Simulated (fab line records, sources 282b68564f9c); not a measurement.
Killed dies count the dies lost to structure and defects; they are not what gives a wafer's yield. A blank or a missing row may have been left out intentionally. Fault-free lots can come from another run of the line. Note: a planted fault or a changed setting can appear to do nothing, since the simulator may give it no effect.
The tool behind it: which one? || flow ritCmos || 39 wafers from 13 lots sampled at 2 of the route's 202 steps

== WHAT THE GAUGES SHOWED, per wafer ==
Not one reading of a measure or inspect step in the record can be checked against a usual standard deviation.

== WHAT TOOL EACH LOT RAN ON (gives the tool, then ch and the chambers of the sampled wafers, and finally the start) ==
{"lot": "L853", "RIT_CONTACT_ETCH_11": "rieDiel-01 ch 0,3, day 3 13:37", "RIT_M1_PROBE_99": "-"}
{"lot": "L854", "RIT_CONTACT_ETCH_11": "rieDiel-03 ch 0,1,3, day 3 16:43", "RIT_M1_PROBE_99": "-"}
{"lot": "L855", "RIT_CONTACT_ETCH_11": "rieDiel-04 ch 0,1, day 4 00:35", "RIT_M1_PROBE_99": "-"}
{"lot": "L856", "RIT_CONTACT_ETCH_11": "rieDiel-03 ch 1,2, day 4 02:48", "RIT_M1_PROBE_99": "-"}
{"lot": "L857", "RIT_CONTACT_ETCH_11": "rieDiel-03 ch 0,2,3, day 4 09:16", "RIT_M1_PROBE_99": "-"}
{"lot": "L858", "RIT_CONTACT_ETCH_11": "rieDiel-01 ch 1,2,3, day 4 12:37", "RIT_M1_PROBE_99": "-"}
{"lot": "L859", "RIT_CONTACT_ETCH_11": "rieDiel-04 ch 0,1,3, day 4 17:39", "RIT_M1_PROBE_99": "prober-02, day 4 22:44"}
{"lot": "L860", "RIT_CONTACT_ETCH_11": "rieDiel-03 ch 0,1,3, day 5 03:41", "RIT_M1_PROBE_99": "-"}
{"lot": "L867", "RIT_CONTACT_ETCH_11": "rieDiel-01 ch 0,1,3, day 6 12:36", "RIT_M1_PROBE_99": "-"}
{"lot": "L869", "RIT_CONTACT_ETCH_11": "rieDiel-04 ch 0,1,2, day 6 23:28", "RIT_M1_PROBE_99": "-"}
{"lot": "L870", "RIT_CONTACT_ETCH_11": "rieDiel-03 ch 0,1,3, day 7 03:25", "RIT_M1_PROBE_99": "-"}
{"lot": "L871", "RIT_CONTACT_ETCH_11": "rieDiel-04 ch 1,2,3, day 7 09:13", "RIT_M1_PROBE_99": "-"}
{"lot": "L873", "RIT_CONTACT_ETCH_11": "rieDiel-04 ch 0,2,3, day 7 20:42", "RIT_M1_PROBE_99": "-"}
- RIT_CONTACT_ETCH_11: etches SiO2 in CHF3/CF4/Ar, stops on TiSi2, target depth 480 nm, time 320 s.
- RIT_M1_PROBE_99

== AS READ BY THE TOOLS THEMSELVES (means over the sampled wafers that have a number; for cases with no such wafer, the mark the record gives instead) ==
RIT_CONTACT_ETCH_11.
{"lot": "L853", "tool": "rieDiel-01", "CHF3_flow_sccm (sccm)": 50.09, "chamberPressureMTorr (mTorr)": 99.99, "drypumpMotorCurrentA (A)": 6.0, "mfcArSccm (sccm)": 100.2, "oesProductAu (a.u.)": 0.983, "throttleValvePct (%)": 8.98}
{"lot": "L854", "tool": "rieDiel-03", "CHF3_flow_sccm (sccm)": 50.02, "chamberPressureMTorr (mTorr)": 99.97, "drypumpMotorCurrentA (A)": 5.8, "mfcArSccm (sccm)": 100.0, "oesProductAu (a.u.)": 0.993, "throttleValvePct (%)": 8.78}
{"lot": "L855", "tool": "rieDiel-04", "CHF3_flow_sccm (sccm)": 49.88, "chamberPressureMTorr (mTorr)": 99.92, "drypumpMotorCurrentA (A)": 5.6, "mfcArSccm (sccm)": 99.9, "oesProductAu (a.u.)": 0.994, "throttleValvePct (%)": 8.92}
{"lot": "L856", "tool": "rieDiel-03", "CHF3_flow_sccm (sccm)": 50.02, "chamberPressureMTorr (mTorr)": 100.00, "drypumpMotorCurrentA (A)": 5.9, "mfcArSccm (sccm)": 99.5, "oesProductAu (a.u.)": 0.986, "throttleValvePct (%)": 8.66}
{"lot": "L857", "tool": "rieDiel-03", "CHF3_flow_sccm (sccm)": 50.03, "chamberPressureMTorr (mTorr)": 99.93, "drypumpMotorCurrentA (A)": 5.7, "mfcArSccm (sccm)": 99.7, "oesProductAu (a.u.)": 0.994, "throttleValvePct (%)": 8.80}
{"lot": "L858", "tool": "rieDiel-01", "CHF3_flow_sccm (sccm)": 49.92, "chamberPressureMTorr (mTorr)": 100.10, "drypumpMotorCurrentA (A)": 5.7, "mfcArSccm (sccm)": 100.4, "oesProductAu (a.u.)": 0.990, "throttleValvePct (%)": 8.96}
{"lot": "L859", "tool": "rieDiel-04", "CHF3_flow_sccm (sccm)": 49.88, "chamberPressureMTorr (mTorr)": 100.02, "drypumpMotorCurrentA (A)": 6.0, "mfcArSccm (sccm)": 100.2, "oesProductAu (a.u.)": 0.989, "throttleValvePct (%)": 8.94}
{"lot": "L860", "tool": "rieDiel-03", "CHF3_flow_sccm (sccm)": 49.91, "chamberPressureMTorr (mTorr)": 99.96, "drypumpMotorCurrentA (A)": 5.8, "mfcArSccm (sccm)": 99.9, "oesProductAu (a.u.)": 0.993, "throttleValvePct (%)": 8.77}
{"lot": "L867", "tool": "rieDiel-01", "CHF3_flow_sccm (sccm)": 50.00, "chamberPressureMTorr (mTorr)": 100.03, "drypumpMotorCurrentA (A)": 5.9, "mfcArSccm (sccm)": 99.9, "oesProductAu (a.u.)": 0.988, "throttleValvePct (%)": 8.96}
{"lot": "L869", "tool": "rieDiel-04", "CHF3_flow_sccm (sccm)": 50.10, "chamberPressureMTorr (mTorr)": 99.92, "drypumpMotorCurrentA (A)": 5.3, "mfcArSccm (sccm)": 100.2, "oesProductAu (a.u.)": 0.980, "throttleValvePct (%)": 8.87}
{"lot": "L870", "tool": "rieDiel-03", "CHF3_flow_sccm (sccm)": 50.08, "chamberPressureMTorr (mTorr)": 100.05, "drypumpMotorCurrentA (A)": 5.8, "mfcArSccm (sccm)": 100.0, "oesProductAu (a.u.)": 0.989, "throttleValvePct (%)": 8.77}
{"lot": "L871", "tool": "rieDiel-04", "CHF3_flow_sccm (sccm)": 50.11, "chamberPressureMTorr (mTorr)": 99.95, "drypumpMotorCurrentA (A)": 5.6, "mfcArSccm (sccm)": 99.8, "oesProductAu (a.u.)": 0.982, "throttleValvePct (%)": 8.78}
{"lot": "L873", "tool": "rieDiel-04", "CHF3_flow_sccm (sccm)": 50.08, "chamberPressureMTorr (mTorr)": 100.02, "drypumpMotorCurrentA (A)": 5.7, "mfcArSccm (sccm)": 100.0, "oesProductAu (a.u.)": 0.979, "throttleValvePct (%)": 8.88}

RIT_M1_PROBE_99.
{"lot": "L859", "tool": "prober-02", "killedAtContacts": 0.0, "killedAtFrontEnd": 6.3, "killedDies": 6.3, "killedOpen": 3.0, "killedShort": 3.3}

== THE ANSWER, worked out from the rows above alone ==
Rule: the usual values come from the lots themselves. Put in order of their means at a reading, lots are off if they are a third of the lots or fewer, leave a main group of 4 or more, and stand apart from it by a gap of 3 or more times the standard deviation of the main group's means; of several such gaps the widest counts. A main group whose means are all the same, to the digits that the tables above print for the reading, isn't used. Also off: a lot with no number at a reading for which 4 or more lots have one. The other lots that the step has rows for count as sound. The gauges are gone through in route order, then the tools' own readings, and for those a lot's mean is taken as printed above. At the first step where some lot is off, the reading lying furthest off is the one used; lots without a number count as furthest.
Nothing can be told from this: no lot is off at any reading shown.

== WHAT THE SIMULATOR PUT IN ==
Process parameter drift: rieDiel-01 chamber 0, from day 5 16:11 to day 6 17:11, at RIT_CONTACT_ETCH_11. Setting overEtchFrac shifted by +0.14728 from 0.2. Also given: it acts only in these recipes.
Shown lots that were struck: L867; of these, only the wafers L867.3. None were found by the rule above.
